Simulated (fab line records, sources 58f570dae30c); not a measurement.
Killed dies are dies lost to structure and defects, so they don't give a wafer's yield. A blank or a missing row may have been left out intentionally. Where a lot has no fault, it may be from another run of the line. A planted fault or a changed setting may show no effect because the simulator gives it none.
fab line records | flow berkeley-cmos170 | part 1 of 2: steps 1 to 32 of 44
record: lots: 6 wafers: 18 last-day: 12
route steps=331 shown CONTACT@226 M1@238 V1@254 M3@331
lots that met no fault: taken from a fault-free run of the same line
start-h: the number of hours between the record's first day and the start of the first shown wafer of the lot | wait-h: hours from the lot's prior step to this one | " same as the row above | L1.1+2: one row covering several wafers at once | - no value, or no start given | * or withheld: withheld | < > ~ a bound
route shown NAME@n: a module of which the file shows steps, and the number in the route of the first | usual: mean and standard deviation over wafers with no fault | same: alike in all rows | chamber/n: place in a boat | sites: per-site readings | _std_site: standard deviation of those values | _edge_site: outer sites' mean less inner sites' | radius-mm: for every site, how far away it sits from the centre of the wafer | mask NAME#n: copy n | behind: the last tool/chamber to shape the wafer | hold: the reason the lot was held/the length of the hold in hours/how it ended | device: names the non-switching transistor (n, p or np) | end of line: the same wafers' tests at the end of the route | step lacking rows: just its recipe | killed: count of dies lost to structure and defects at first sort (not the wafer's yield) | map: shows each die of a wafer: x if killed, . if not, _ if none is there
set.NAME: the setting that was run; set.NAME@STEP: the one run at that earlier step | model.NAME: the simulator's own value behind a step, which no gauge read
certain route steps with their lots: each step a table, each wafer a row
services: a tool's chamber out of use, with start hour (start-h, from the record's first day; less than 0 if before it), hours out, and reason
== steps ==
step: UCB170_CONTACT_COAT_10
recipe: resist: KrF spin-rpm: 1500 resist-thk-nm: 900
step: UCB170_CONTACT_SOFTBAKE_11
recipe: resist: KrF temp-c: 130 time-s: 60
step: UCB170_CONTACT_EXPOSE_12
recipe: mask-id: CONT target-cd-nm: 700 na: 0.5 sigma-outer: 0.6 source-shape: conventional dose-mj: 35
step: UCB170_CONTACT_PEB_13
recipe: peb-temp-c: 130 peb-time-s: withheld resist: KrF
step: UCB170_CONTACT_DEVELOP_14
recipe: developer: TMAH develop-time-s: 45 resist: KrF dev-temp-c: 21
step: UCB170_CONTACT_CD_MEAS_15
recipe: target-cd-nm: 700
usual: cd-nm: 699.7/1.6
columns lot.wafer tool chamber start-h wait-h cd-nm
L730.4 cd-sem-01 - 179.21 - 696.6
L730.5 " - " " 695.8
L730.6 " - " " 695.7
L733.3 cd-sem-02 - 192.82 - 700.1
L733.4 " - " " 699.2
L733.5 " - " " 698.6
L740.1 cd-sem-02 - 218.22 - 699.5
L740.4 " - " " 699.2
L740.6 " - " " 697.9
L738.1 cd-sem-01 - 220.69 - 699.8
L738.2 " - " " 698.5
L738.6 " - " " 699.7
L747.3 cd-sem-02 - 265.66 - 700.9
L747.4 " - " " 700.9
L747.5 " - " " 700.5
L748.2 cd-sem-01 - 273.98 - 697.3
L748.3 " - " " 698.9
L748.6 " - " " 697.5
step: UCB170_CONTACT_OVL_MEAS_16
usual: CONTACT_OVL: -1/6.5
columns lot.wafer tool chamber start-h wait-h CONTACT_OVL[nm]
L730.4 overlay-02 - 179.28 0.1 -11
L730.5 " - " " 0
L730.6 " - " " -17
L733.3 overlay-01 - 192.91 0.1 4
L733.4 " - " " -15
L733.5 " - " " -2
L740.1 overlay-01 - 218.34 0.1 1
L740.4 " - " " -15
L740.6 " - " " -17
L738.1 overlay-01 - 220.81 0.1 -4
L738.2 " - " " 1
L738.6 " - " " 6
L747.3 overlay-02 - 265.75 0.1 13
L747.4 " - " " 2
L747.5 " - " " 12
L748.2 overlay-02 - 274.09 0.1 -4
L748.3 " - " " -7
L748.6 " - " " -8
step: UCB170_CONTACT_ETCH_17
recipe: chemistry: N2/H2 target-depth-a: withheld overetch-a: withheld target: BARC time-s: withheld source-w: 500 bias-w: 100 pressure-mtorr: 30 n2-flow-sccm: 100 h2-flow-sccm: 200
usual: chamber-pressure-mTorr: 29.996/0.029 drypump-motor-current-A: 5.6/0.55 oes-product-au: 1.001/0.02 throttle-valve-pct: 13.33/0.14
columns lot.wafer tool chamber start-h wait-h chamber-pressure-mTorr drypump-motor-current-A oes-product-au throttle-valve-pct
L730.4 rie-diel-03 0 179.30 0.0 30.023 4.7 1.013 13.49
L730.5 " 2 " " 29.998 6.1 1.016 13.21
L730.6 " 1 " " 30.037 5.2 0.985 13.23
L733.3 rie-diel-03 3 192.94 0.0 29.986 6.4 0.992 13.40
L733.4 " 0 " " 29.952 4.7 1.006 13.49
L733.5 " 3 " " 30.010 6.4 0.985 13.39
L740.1 rie-diel-03 3 218.37 0.0 29.982 6.4 1.001 13.38
L740.4 " 1 " " 30.051 5.2 0.987 13.24
L740.6 " 3 " " 29.987 6.4 0.989 13.39
L738.1 rie-diel-03 2 220.85 0.0 29.970 6.1 1.019 13.22
L738.2 " 3 " " 29.981 6.4 0.986 13.38
L738.6 " 2 " " 29.971 6.1 1.021 13.22
L747.3 rie-diel-02 3 265.77 0.0 30.033 5.8 1.018 13.39
L747.4 " 0 " " 29.991 5.8 1.027 13.46
L747.5 " 0 " " 30.010 5.8 1.032 13.44
L748.2 rie-diel-02 2 274.12 0.0 29.969 5.1 0.978 13.49
L748.3 " 1 " " 29.950 5.0 0.973 13.12
L748.6 " 2 " " 30.040 5.1 0.977 13.51
step: UCB170_CONTACT_ETCH_18
recipe: chemistry: CHF3/CF4/Ar target: PSG stop-on: TiSi2 CHF3_flow_sccm: 45 cf4-flow-sccm: 15 Ar_flow_sccm: 150 pressure-mtorr: 200 rf-w: 700 target-depth-a: 8400 over-etch-frac: 0.2 time-s: 195
step: UCB170_CONTACT_STRIP_19
recipe: chemistry: O2 power-w: 400 pressure-mtorr: 3500 platen-temp-c: withheld o2-flow-sccm: 400 overash-fraction: 0.5
usual: chamber-pressure-mTorr: 3500/3.2 drypump-motor-current-A: 6.0/0.48 oes-product-au: 0.725/0.0044
columns lot.wafer tool chamber start-h wait-h chamber-pressure-mTorr drypump-motor-current-A oes-product-au rf-hours-counter-h
L730.4 plasma-asher-01 1 179.50 - 3503 5.2 0.729 -
L730.5 " 0 " " 3497 5.7 0.725 -
L730.6 " 1 " " 3499 5.2 0.725 -
L733.3 plasma-asher-01 1 193.14 - 3497 5.1 0.724 -
L733.4 " 0 " " 3502 5.7 0.725 -
L733.5 " 0 " " 3503 5.7 0.721 -
L740.1 plasma-asher-02 0 218.54 - 3496 6.7 0.729 50
L740.4 " 1 " " 3504 6.1 0.723 -
L740.6 " 1 " " 3500 6.0 0.728 -
L738.1 plasma-asher-01 0 221.02 - 3502 5.7 0.733 43
L738.2 " 1 " " 3500 5.2 0.722 43
L738.6 " 0 " " 3500 5.7 0.723 -
L747.3 plasma-asher-02 0 265.97 - 3501 6.7 0.719 -
L747.4 " 1 " " 3502 6.1 0.730 -
L747.5 " 1 " " 3503 6.1 0.725 -
L748.2 plasma-asher-03 0 274.29 - 3498 5.8 0.727 17
L748.3 " 0 " " 3495 5.8 0.732 -
L748.6 " 0 " " 3508 5.9 0.725 -
step: UCB170_CONTACT_CD_MEAS_90
recipe: target-cd-nm: 700
usual: cd-nm: 699.7/1.7
columns lot.wafer tool chamber start-h wait-h cd-nm
L730.4 cd-sem-02 - 179.64 0.1 696.3
L730.5 " - " " 697.2
L730.6 " - " " 694.6
L733.3 cd-sem-01 - 193.25 0.1 700.4
L733.4 " - " " 700.2
L733.5 " - " " 699.5
L740.1 cd-sem-02 - 218.64 0.1 699.2
L740.4 " - " " 698.2
L740.6 " - " " 698.5
L738.1 cd-sem-01 - 221.12 0.1 700.1
L738.2 " - " " 697.5
L738.6 " - " " 700.2
L747.3 cd-sem-01 - 266.08 0.1 701.6
L747.4 " - " " 701.3
L747.5 " - " " 700.8
L748.2 cd-sem-01 - 274.41 0.1 695.7
L748.3 " - " " 697.5
L748.6 " - " " 695.8
step: UCB170_CONTACT_CLEAN_20
recipe: chemistry: SPM temp-c: 120 time-s: 600
step: UCB170_M1_SPUTTER_00
recipe: material: Al target-thk-nm: 600 time-s: 80 power-w: 6000 chamber-pressure-pa: 0.5
usual: chamber-pressure-pa: 0.4999/0.001 throttle-valve-pct: 29.7/0.82
columns lot.wafer tool chamber start-h wait-h chamber-pressure-pa throttle-valve-pct model.Al_of_M1_SPUTTER_00.thk-nm
L730.4 pvd-sputter-04 - 179.87 0.0 0.5011 29.8 601
L730.5 " - " " 0.5008 28.4 607
L730.6 " - " " 0.5014 29.3 606.6
L733.3 pvd-sputter-02 - 193.52 0.0 0.4996 31.3 594.4
L733.4 " - " " 0.4990 30.6 602.5
L733.5 " - " " 0.4990 30.5 596.9
L740.1 pvd-sputter-04 - 218.94 0.0 0.5776 27.9 574.2
L740.4 " - " " 0.5761 26.1 583.3
L740.6 " - " " 0.5764 27.4 578
L738.1 pvd-sputter-04 - 221.41 0.0 0.5783 27.4 583.6
L738.2 " - " " 0.5782 27.8 582.7
L738.6 " - " " 0.5787 26.3 582.6
L747.3 pvd-sputter-03 - 266.51 0.0 0.5011 29.6 600.5
L747.4 " - " " 0.5000 29.1 592.5
L747.5 " - " " 0.5022 29.7 594.7
L748.2 pvd-sputter-02 - 275.23 0.0 0.5009 29.7 604.5
L748.3 " - " " 0.5008 31.3 599.6
L748.6 " - " " 0.4989 30.5 601.9
step: UCB170_M1_RS_MEAS_01
recipe: thk-meas-gauge: four-point-probe reads: Al_of_M1_SPUTTER_00
usual: M1_AL_RS: 0.0487/0.00054
columns lot.wafer tool chamber start-h wait-h M1_AL_RS[ohm/sq]
L730.4 film-metro-03 - 179.99 0.1 0.0485
L730.5 " - " " 0.0480
L730.6 " - " " 0.0481
L733.3 film-metro-02 - 193.62 0.1 0.0488
L733.4 " - " " 0.0482
L733.5 " - " " 0.0487
L740.1 film-metro-01 - 219.00 0.0 0.0508
L740.4 " - " " 0.0501
L740.6 " - " " 0.0506
L738.1 film-metro-02 - 221.47 0.0 0.0500
L738.2 " - " " 0.0500
L738.6 " - " " 0.0499
L747.3 film-metro-03 - 266.61 0.1 0.0485
L747.4 " - " " 0.0492
L747.5 " - " " 0.0490
L748.2 film-metro-03 - 275.31 0.1 0.0482
L748.3 " - " " 0.0486
L748.6 " - " " 0.0483
step: UCB170_M1_THK_MEAS_02
recipe: thk-meas-gauge: xrf reads: Al_of_M1_SPUTTER_00
usual: M1_AL_THK: 589/6.4
columns lot.wafer tool chamber start-h wait-h M1_AL_THK[nm]
L730.4 film-metro-03 - 180.08 0.1 592
L730.5 " - " " 597
L730.6 " - " " 599
L733.3 film-metro-02 - 193.72 0.1 582
L733.4 " - " " 592
L733.5 " - " " 585
L740.1 film-metro-01 - 219.12 0.1 564
L740.4 " - " " 576
L740.6 " - " " 571
L738.1 film-metro-02 - 221.59 0.1 568
L738.2 " - " " 569
L738.6 " - " " 571
L747.3 film-metro-03 - 266.71 0.1 591
L747.4 " - " " 583
L747.5 " - " " 588
L748.2 film-metro-03 - 275.42 0.1 595
L748.3 " - " " 591
L748.6 " - " " 593
step: UCB170_M1_COAT_03
recipe: resist: BARC temp-c: withheld time-s: withheld spin-rpm: 3000 resist-thk-nm: withheld
step: UCB170_M1_COAT_04
recipe: resist: KrF spin-rpm: 1500 resist-thk-nm: 900
step: UCB170_M1_SOFTBAKE_05
recipe: resist: KrF temp-c: 130 time-s: 60
step: UCB170_M1_EXPOSE_06
recipe: mask-id: METAL1 target-cd-nm: 700 na: 0.5 sigma-outer: 0.6 source-shape: conventional dose-mj: 21
step: UCB170_M1_PEB_07
recipe: peb-temp-c: 130 peb-time-s: withheld resist: KrF
step: UCB170_M1_DEVELOP_08
recipe: developer: TMAH develop-time-s: 45 resist: KrF dev-temp-c: 21
step: UCB170_M1_CD_MEAS_09
recipe: target-cd-nm: 700
usual: cd-nm: 700.0/1.9
columns lot.wafer tool chamber start-h wait-h cd-nm
L730.4 cd-sem-02 - 181.32 - 697.2
L730.5 " - " " 696.5
L730.6 " - " " 696.3
L733.3 cd-sem-01 - 194.70 - 701.7
L733.4 " - " " 702.5
L733.5 " - " " 702.1
L740.1 cd-sem-02 - 220.57 - 701.2
L740.4 " - " " 702.6
L740.6 " - " " 703.4
L738.1 cd-sem-02 - 222.55 - 700.2
L738.2 " - " " 700.7
L738.6 " - " " 699.8
L747.3 cd-sem-01 - 267.63 - 699.9
L747.4 " - " " 699.2
L747.5 " - " " 699.3
L748.2 cd-sem-02 - 276.45 - 702.0
L748.3 " - " " 703.7
L748.6 " - " " 702.4
step: UCB170_M1_OVL_MEAS_10
usual: M1_OVL: -6/5.8
columns lot.wafer tool chamber start-h wait-h M1_OVL[nm]
L730.4 overlay-02 - 181.39 0.1 -15
L730.5 " - " " -9
L730.6 " - " " -13
L733.3 overlay-01 - 194.79 0.1 -5
L733.4 " - " " -22
L733.5 " - " " -8
L740.1 overlay-02 - 220.69 0.1 -7
L740.4 " - " " -2
L740.6 " - " " -3
L738.1 overlay-01 - 222.67 0.1 -6
L738.2 " - " " -4
L738.6 " - " " -9
L747.3 overlay-02 - 267.73 0.1 -1
L747.4 " - " " -7
L747.5 " - " " 6
L748.2 overlay-02 - 276.56 0.1 -2
L748.3 " - " " -8
L748.6 " - " " -2
step: UCB170_M1_ETCH_11
recipe: chemistry: N2/H2 target-depth-a: withheld overetch-a: withheld target: BARC time-s: withheld source-w: 500 bias-w: 100 pressure-mtorr: 30 n2-flow-sccm: 100 h2-flow-sccm: 200
usual: chamber-pressure-mTorr: 30.001/0.028 drypump-motor-current-A: 5.7/0.42 oes-product-au: 1.000/0.023 throttle-valve-pct: 13.23/0.19
columns lot.wafer tool chamber start-h wait-h chamber-pressure-mTorr drypump-motor-current-A oes-product-au throttle-valve-pct
L730.4 rie-diel-01 2 181.41 0.0 29.994 5.5 0.984 13.36
L730.5 " 1 " " 30.014 6.1 1.015 13.41
L730.6 " 0 " " 29.989 6.2 1.005 12.97
L733.3 rie-diel-04 3 194.82 0.0 29.985 6.3 0.967 13.20
L733.4 " 0 " " 30.013 5.7 0.987 13.12
L733.5 " 2 " " 29.994 5.9 1.044 13.00
L740.1 rie-diel-01 3 220.73 0.0 30.058 5.9 0.987 13.34
L740.4 " 0 " " 29.980 6.1 1.008 12.96
L740.6 " 2 " " 30.045 5.5 0.996 13.35
L738.1 rie-diel-04 3 222.71 0.0 29.990 6.3 0.976 13.21
L738.2 " 2 " " 30.043 5.9 1.034 12.99
L738.6 " 3 " " 29.964 6.3 0.977 13.19
L747.3 rie-diel-01 2 267.75 0.0 30.029 5.4 0.989 13.34
L747.4 " 1 " " 29.976 6.0 1.012 13.41
L747.5 " 1 " " 29.977 6.0 1.025 13.43
L748.2 rie-diel-01 1 276.59 0.0 30.035 6.0 1.028 13.40
L748.3 " 2 " " 30.073 5.5 0.999 13.34
L748.6 " 1 " " 30.015 6.0 1.016 13.41
step: UCB170_M1_METAL_ETCH_12
recipe: chemistry: Cl2/BCl3 target: Al stop-on: PSG pressure-mtorr: 12 target-depth-a: 7800 over-etch-frac: 0.3 time-s: 130 icp-w: 600 bias-w: 120 Cl2_flow_sccm: 90 bcl3-flow-sccm: 45
usual: chamber-pressure-mTorr: 12.001/0.013 drypump-motor-current-A: 6.2/0.34 oes-product-au: 0.854/0.014 throttle-valve-pct: 24.29/0.19
columns lot.wafer tool chamber start-h wait-h chamber-pressure-mTorr drypump-motor-current-A oes-product-au rf-hours-counter-h throttle-valve-pct model.M1.feature-depth-nm model.etch.depth-nm
L730.4 rie-metal-01 0 181.59 - 12.011 6.1 0.851 - 24.07 638.7 601
L730.5 " 0 " " 12.004 6.1 0.853 - 24.08 644.8 607
L730.6 " 0 " " 12.009 6.1 0.847 - 24.06 644.2 606.6
L733.3 rie-metal-01 1 194.90 - 11.985 6.0 0.866 - 24.66 632.6 594.4
L733.4 " 0 " " 11.997 6.1 0.839 - 24.08 640.2 602.5
L733.5 " 1 " " 11.993 6.0 0.870 - 24.65 635.2 596.9
L740.1 rie-metal-04 0 220.77 - 11.987 6.0 0.837 3.6 24.17 611.1 574.2
L740.4 " 1 " " 11.992 6.0 0.839 - 24.13 621.9 583.3
L740.6 " 1 " " 11.998 6.0 0.844 - 24.16 616.7 578
L738.1 rie-metal-01 0 222.75 - 11.990 6.1 0.832 9.3 24.09 621.1 583.6
L738.2 " 1 " " 11.977 6.0 0.861 7.1 24.65 620.6 582.7
L738.6 " 0 " " 12.010 6.1 0.833 - 24.08 620.1 582.6
L747.3 rie-metal-04 1 267.84 - 12.012 5.9 0.854 - 24.14 639.2 600.5
L747.4 " 0 " " 11.989 6.0 0.858 - 24.16 630.1 592.5
L747.5 " 0 " " 11.985 6.0 0.862 - 24.15 632.3 594.7
L748.2 rie-metal-03 0 276.63 - 12.010 6.6 0.870 3.7 24.36 640.3 604.5
L748.3 " 0 " " 12.006 6.6 0.860 - 24.38 635.2 599.6
L748.6 " 0 " " 11.988 6.6 0.867 - 24.39 637.7 601.9
step: UCB170_M1_STRIP_13
recipe: chemistry: O2 power-w: 400 pressure-mtorr: 3500 platen-temp-c: withheld o2-flow-sccm: 400 overash-fraction: 0.5
usual: chamber-pressure-mTorr: 3500/3.1 drypump-motor-current-A: 5.9/0.44 oes-product-au: 0.720/0.0051
columns lot.wafer tool chamber start-h wait-h chamber-pressure-mTorr drypump-motor-current-A oes-product-au rf-hours-counter-h
L730.4 plasma-asher-03 0 181.75 0.1 3505 5.8 0.720 -
L730.5 " 0 " " 3500 5.8 0.715 -
L730.6 " 1 " " 3501 6.2 0.714 -
L733.3 plasma-asher-04 0 195.02 0.1 3503 5.4 0.713 -
L733.4 " 1 " " 3505 5.4 0.716 -
L733.5 " 1 " " 3499 5.4 0.729 -
L740.1 plasma-asher-03 0 220.91 0.1 3498 5.8 0.721 11
L740.4 " 1 " " 3496 6.1 0.722 -
L740.6 " 0 " " 3500 5.8 0.715 -
L738.1 plasma-asher-02 1 222.93 0.1 3500 6.0 0.718 51
L738.2 " 0 " " 3498 6.7 0.717 51
L738.6 " 0 " " 3495 6.7 0.718 -
L747.3 plasma-asher-03 1 267.96 0.1 3504 6.2 0.721 -
L747.4 " 0 " " 3502 5.9 0.719 -
L747.5 " 1 " " 3503 6.2 0.723 -
L748.2 plasma-asher-03 1 276.77 0.1 3502 6.2 0.727 17
L748.3 " 0 " " 3500 5.8 0.719 -
L748.6 " 1 " " 3497 6.1 0.722 -
step: UCB170_M1_CD_MEAS_90
recipe: target-cd-nm: 700
usual: cd-nm: 700.2/2.7
columns lot.wafer tool chamber start-h wait-h cd-nm
L730.4 cd-sem-02 - 181.88 0.1 697.6
L730.5 " - " " 697.2
L730.6 " - " " 695.9
L733.3 cd-sem-01 - 195.13 0.1 704.0
L733.4 " - " " 705.5
L733.5 " - " " 703.7
L740.1 cd-sem-02 - 221.01 0.1 701.3
L740.4 " - " " 700.4
L740.6 " - " " 702.4
L738.1 cd-sem-01 - 223.03 0.1 702.8
L738.2 " - " " 702.6
L738.6 " - " " 701.9
L747.3 cd-sem-02 - 268.07 0.1 697.2
L747.4 " - " " 697.4
L747.5 " - " " 694.9
L748.2 cd-sem-02 - 276.89 0.1 704.1
L748.3 " - " " 705.4
L748.6 " - " " 705.5
step: UCB170_M1_ANNEAL_14
recipe: temp-c: 400 time-s: 1200 ambient: forming-gas
step: UCB170_V1_CVD_00
recipe: material: SiO2 target-thk-nm: 2000 temp-c: 390 precursor: TEOS/O2 time-s: 250 rf-w: 550 pressure-mtorr: 9000
step: UCB170_V1_THK_MEAS_01
recipe: reads: SiO2_of_V1_CVD_00
usual: V1_TEOS_THK: 1995/28
columns lot.wafer tool chamber start-h wait-h V1_TEOS_THK[nm]
L730.4 film-metro-04 - 184.57 0.0 2003
L730.5 " - " " 2058
L730.6 " - " " 2013
L733.3 film-metro-01 - 196.72 0.1 1977
L733.4 " - " " 2035
L733.5 " - " " 2015
L740.1 film-metro-04 - 222.62 0.1 1950
L740.4 " - " " 1993
L740.6 " - " " 1991
L738.1 film-metro-01 - 225.28 0.1 1997
L738.2 " - " " 1987
L738.6 " - " " 2018
L747.3 film-metro-04 - 269.97 0.1 2007
L747.4 " - " " 1996
L747.5 " - " " 2041
L748.2 film-metro-01 - 278.48 0.1 1951
L748.3 " - " " 2001
L748.6 " - " " 1979
step: UCB170_V1_CMP_02
recipe: material: SiO2 down-force-psi: 6 platen-rpm: 60 pad-velocity-m-s: 0.75398
usual: head-pressure-psi: 6.001/0.013 motor-current-A: 16.8/1.3
columns lot.wafer tool chamber start-h wait-h head-pressure-psi motor-current-A
L730.4 cmp-02 1 184.60 0.0 6.028 17.4
L730.5 " 1 " " 6.010 17.1
L730.6 " 2 " " 6.011 18.2
L733.4 cmp-01 1 196.76 0.0 6.006 15.9
L733.3 " 0 " " 5.989 15.8
L733.5 " 2 " " 5.994 15.3
L740.4 cmp-01 2 222.68 0.0 6.012 15.0
L740.1 " 0 " " 6.005 15.3
L740.6 " 3 " " 5.972 17.6
L738.2 cmp-01 0 225.39 0.1 6.011 16.0
L738.1 " 1 " " 5.989 16.2
L738.6 " 3 " " 5.986 16.7
L747.3 cmp-01 3 270.01 0.0 6.013 16.9
L747.4 " 0 " " 6.015 16.4
L747.5 " 3 " " 6.017 17.6
L748.2 cmp-02 0 278.58 0.1 6.022 19.5
L748.3 " 2 " " 5.998 18.3
L748.6 " 3 " " 5.997 16.3
step: UCB170_V1_BOW_MEAS_03
recipe: mode: bow
usual: V1_BOW: 19/6.8
columns lot.wafer tool chamber start-h wait-h V1_BOW[um]
L730.4 film-metro-01 - 184.96 0.3 16
L730.5 " - " " 21
L730.6 " - " " 28
L733.3 film-metro-04 - 197.10 0.1 18
L733.4 " - " " 16
L733.5 " - " " 20
L740.1 film-metro-01 - 222.98 0.1 23
L740.4 " - " " 22
L740.6 " - " " 14
L738.1 film-metro-01 - 225.64 0.1 7
L738.2 " - " " -1
L738.6 " - " " 8
L747.3 film-metro-01 - 270.35 0.3 13
L747.4 " - " " 24
L747.5 " - " " 24
L748.2 film-metro-03 - 278.85 0.2 28
L748.3 " - " " 15
L748.6 " - " " 25
== key ==
first-sign: step: UCB170_M1_SPUTTER_00 reading: chamber-pressure-pa direction: up sigmas: 77 usual: 0.4999 struck: 0.5775
effect: step: UCB170_M1_SPUTTER_00 reading: throttle-valve-pct direction: down sigmas: 3.1 usual: 29.7 struck: 27.2
effect: step: UCB170_M1_RS_MEAS_01 reading: M1_AL_RS direction: up sigmas: 2.7 usual: 0.0487 struck: 0.0502
effect: step: UCB170_M1_THK_MEAS_02 reading: M1_AL_THK direction: down sigmas: 3 usual: 589 struck: 570
model-effect: step: UCB170_M1_SPUTTER_00 value: Al_of_M1_SPUTTER_00.thk-nm without: 607 struck: 580.7
model-effect: step: UCB170_M1_METAL_ETCH_12 value: M1.feature-depth-nm without: 644.9 struck: 618.6
model-effect: step: UCB170_V1_ETCH_14 value: Al_of_M1_SPUTTER_00.thk-nm without: 605.9 struck: 579.6
model-effect: step: UCB170_M3_PROBE_99 value: etest.m1.rs-ohm-sq without: 0.04792 struck: 0.05009
met-at UCB170_M1_SPUTTER_00
struck-wafers L738.1,L738.2,L738.6,L740.1,L740.4,L740.6
sort-left-out L738.1,L738.2,L738.6
onset-between 179.87 218.94
fault: kind: process-parameter-drift tool: pvd-sputter-04 chamber: - onset-h: 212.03 steps: UCB170_M1_SPUTTER_00 channel: chamber-pressure-pa offset: 0.077763 shape: step end-h: 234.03 acts-in: these-recipes-only stated: 0.5
sort-left-out: the simulated sort isn't trusted on such a fault, so these wafers' sort isn't shown, and their yield isn't known
